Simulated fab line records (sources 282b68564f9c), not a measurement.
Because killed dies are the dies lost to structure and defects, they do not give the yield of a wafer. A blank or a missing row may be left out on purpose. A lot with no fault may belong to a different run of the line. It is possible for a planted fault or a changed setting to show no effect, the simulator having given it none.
Split-lot study :: flow ritCmos :: 23 wafers read across 5 lots, on a route 202 steps long

== ON THE SPLIT ==
At RIT_NLDD_IMPLANT_08, the setting doseCm2 was moved away from the recipe's 5e+14 on 10 of the 23 wafers read, by -6.8% to +6.1%. All remaining wafers had this setting at the recipe value.

== FROM THE SPLIT TO THE READING: what the file shows between them, 16 steps ==
- RIT_NLDD_STRIP_09: strips in O2, time 180 s
- RIT_NLDD_TW_MEAS_10
- RIT_PLDD_IMPLANT_08 (also split here: energyKev)
- RIT_SPACER_CVD_03: deposits Si3N4 from SiH2Cl2/NH3, target thk 250 nm, time 3300 s (also split here: tempC)
- RIT_SPACER_THK_MEAS_04
- RIT_SPACER_ETCHBACK_05: etches Si3N4 in SF6/CHF3, stops on SiO2, target depth 250 nm, time 240 s (also split here: timeS)
- RIT_NSD_IMPLANT_08 (also split here: doseCm2)
- RIT_PSD_HARDBAKE_07: time 60 s (also split here: tempC)
- RIT_PSD_IMPLANT_08
- RIT_PSD_STRIP_09: strips in O2, time 180 s
- RIT_SDANNEAL_CLEAN_00: cleans in SC1, time 600 s
- RIT_SDANNEAL_CLEAN_01: cleans in dHF, time 30 s
- RIT_SDANNEAL_CLEAN_02: cleans in SC2, time 600 s
- RIT_SDANNEAL_RTA_03: time 5 s
- RIT_SDANNEAL_RS_MEAS_05: measures by four-point-probe
- RIT_SDANNEAL_RS_MEAS_06: measures by four-point-probe

== THE READING ==
Measured at RIT_SDANNEAL_RS_MEAS_07 by four-point probe: NLDD_RS, in ohm/sq. A value of 151.5 ohm/sq with a standard deviation of 0.53 ohm/sq is what fault-free wafers of this fab line usually give.

wafer: L076.1
tool, chamber at the split: implanter-03, 0
doseCm2 as run: 5e+14
against the recipe: recipe
NLDD_RS, ohm/sq: 151.3
against lot-mates on the recipe: -

wafer: L076.3
tool, chamber at the split: implanter-03, 0
doseCm2 as run: 5e+14
against the recipe: recipe
NLDD_RS, ohm/sq: 151.3
against lot-mates on the recipe: -

wafer: L076.4
tool, chamber at the split: implanter-03, 0
doseCm2 as run: 5e+14
against the recipe: recipe
NLDD_RS, ohm/sq: 151.2
against lot-mates on the recipe: -

wafer: L077.2
tool, chamber at the split: implanter-01, 0
doseCm2 as run: 5e+14
against the recipe: recipe
NLDD_RS, ohm/sq: 151.8
against lot-mates on the recipe: -

wafer: L077.3
tool, chamber at the split: implanter-01, 0
doseCm2 as run: 5e+14
against the recipe: recipe
NLDD_RS, ohm/sq: 151.9
against lot-mates on the recipe: -

wafer: L077.4
tool, chamber at the split: implanter-01, 0
doseCm2 as run: 4.84e+14
against the recipe: -3.2%
NLDD_RS, ohm/sq: 156.1
against lot-mates on the recipe: +4.2

wafer: L077.5
tool, chamber at the split: implanter-01, 0
doseCm2 as run: 4.84e+14
against the recipe: -3.2%
NLDD_RS, ohm/sq: 155.8
against lot-mates on the recipe: +3.9

wafer: L077.6
tool, chamber at the split: implanter-01, 0
doseCm2 as run: 4.84e+14
against the recipe: -3.2%
NLDD_RS, ohm/sq: 156.1
against lot-mates on the recipe: +4.2

wafer: L078.2
tool, chamber at the split: implanter-02, 0
doseCm2 as run: 5e+14
against the recipe: recipe
NLDD_RS, ohm/sq: 152.4
against lot-mates on the recipe: -

wafer: L078.3
tool, chamber at the split: implanter-02, 0
doseCm2 as run: 4.661e+14
against the recipe: -6.8%
NLDD_RS, ohm/sq: 161.4
against lot-mates on the recipe: +8.8

wafer: L078.4
tool, chamber at the split: implanter-02, 0
doseCm2 as run: 5e+14
against the recipe: recipe
NLDD_RS, ohm/sq: 152.6
against lot-mates on the recipe: -

wafer: L078.5
tool, chamber at the split: implanter-02, 0
doseCm2 as run: 5e+14
against the recipe: recipe
NLDD_RS, ohm/sq: 152.7
against lot-mates on the recipe: -

wafer: L078.6
tool, chamber at the split: implanter-02, 0
doseCm2 as run: 4.661e+14
against the recipe: -6.8%
NLDD_RS, ohm/sq: 161.4
against lot-mates on the recipe: +8.8

wafer: L079.1
tool, chamber at the split: implanter-03, 0
doseCm2 as run: 5e+14
against the recipe: recipe
NLDD_RS, ohm/sq: 151.1
against lot-mates on the recipe: -

wafer: L079.3
tool, chamber at the split: implanter-03, 0
doseCm2 as run: 4.739e+14
against the recipe: -5.2%
NLDD_RS, ohm/sq: 158.2
against lot-mates on the recipe: +6.9

wafer: L079.4
tool, chamber at the split: implanter-03, 0
doseCm2 as run: 4.739e+14
against the recipe: -5.2%
NLDD_RS, ohm/sq: 158.6
against lot-mates on the recipe: +7.3

wafer: L079.5
tool, chamber at the split: implanter-03, 0
doseCm2 as run: 4.739e+14
against the recipe: -5.2%
NLDD_RS, ohm/sq: 158.6
against lot-mates on the recipe: +7.3

wafer: L079.6
tool, chamber at the split: implanter-03, 0
doseCm2 as run: 5e+14
against the recipe: recipe
NLDD_RS, ohm/sq: 151.4
against lot-mates on the recipe: -

wafer: L082.1
tool, chamber at the split: implanter-01, 0
doseCm2 as run: 5e+14
against the recipe: recipe
NLDD_RS, ohm/sq: 151.4
against lot-mates on the recipe: -

wafer: L082.3
tool, chamber at the split: implanter-01, 0
doseCm2 as run: 5e+14
against the recipe: recipe
NLDD_RS, ohm/sq: 151.3
against lot-mates on the recipe: -

wafer: L082.4
tool, chamber at the split: implanter-01, 0
doseCm2 as run: 5.305e+14
against the recipe: +6.1%
NLDD_RS, ohm/sq: 144.5
against lot-mates on the recipe: -6.9

wafer: L082.5
tool, chamber at the split: implanter-01, 0
doseCm2 as run: 5.305e+14
against the recipe: +6.1%
NLDD_RS, ohm/sq: 144.2
against lot-mates on the recipe: -7.2

wafer: L082.6
tool, chamber at the split: implanter-01, 0
doseCm2 as run: 5e+14
against the recipe: recipe
NLDD_RS, ohm/sq: 151.5
against lot-mates on the recipe: -

FIT RESULTS
A straight line over all 23 wafers: NLDD_RS changes by -1.31 ohm/sq for each +1% of doseCm2; r = -0.99; the points scatter about the line by 0.52 ohm/sq.
The same after taking each lot's own level away (the mean of its wafers on the recipe; 23 wafers): -1.27 ohm/sq for each +1%; r = -1.00; scatter 0.29 ohm/sq.
That fit puts the effect of the largest move of doseCm2 on the reading at 8.6 ohm/sq.
Across the lots, their own levels run from 151.25 to 152.57 ohm/sq, a range of 2.5 times the standard deviation given above.
So the lot-to-lot level changes the slope little: the two slopes agree.
Check: +8.77 ohm/sq against its lot-mates is what the line predicts for one of the wafers moved furthest among these (-6.8%) when that wafer is left out of the fit. It came out at +8.83 ohm/sq against them.

== OTHER SPLITS APPLIED TO THESE WAFERS ==
Note: prior to the reading, these wafers also went through further splits. Each is held against what the fit with the lots' levels taken away leaves over:
other split on the same wafers: RIT_GATE_DEVELOP_15 developTimeS
wafers away from the commonest value: 8
r with NLDD_RS (lot level and that fit taken away): -0.09

other split on the same wafers: RIT_NLDD_COAT_01 resistThkNm
wafers away from the commonest value: 9
r with NLDD_RS (lot level and that fit taken away): +0.32

other split on the same wafers: RIT_PLDD_IMPLANT_08 energyKev
wafers away from the commonest value: 5
r with NLDD_RS (lot level and that fit taken away): +0.05

other split on the same wafers: RIT_SPACER_CVD_03 tempC
wafers away from the commonest value: 10
r with NLDD_RS (lot level and that fit taken away): -0.41

other split on the same wafers: RIT_SPACER_ETCHBACK_05 timeS
wafers away from the commonest value: 7
r with NLDD_RS (lot level and that fit taken away): -0.25

other split on the same wafers: RIT_NSD_IMPLANT_08 doseCm2
wafers away from the commonest value: 4
r with NLDD_RS (lot level and that fit taken away): +0.58

other split on the same wafers: RIT_PSD_HARDBAKE_07 tempC
wafers away from the commonest value: 10
r with NLDD_RS (lot level and that fit taken away): +0.10

== THE WHOLE CHAIN: every reading that the file lists as answering this split, in the file's order ==
step: RIT_NLDD_TW_MEAS_10
what it does: 
reading: NLDD_TW
change (the file's fit): +5.67 for each +1% of the setting
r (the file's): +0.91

step: RIT_SDANNEAL_RS_MEAS_07
what it does: measures by four-point-probe
reading: NLDD_RS
change (the file's fit): -1.27 for each +1% of the setting
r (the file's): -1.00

== FILE'S OWN FIT ==
NLDD_RS changes by -1.27 ohm/sq for each +1% of doseCm2, r = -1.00.
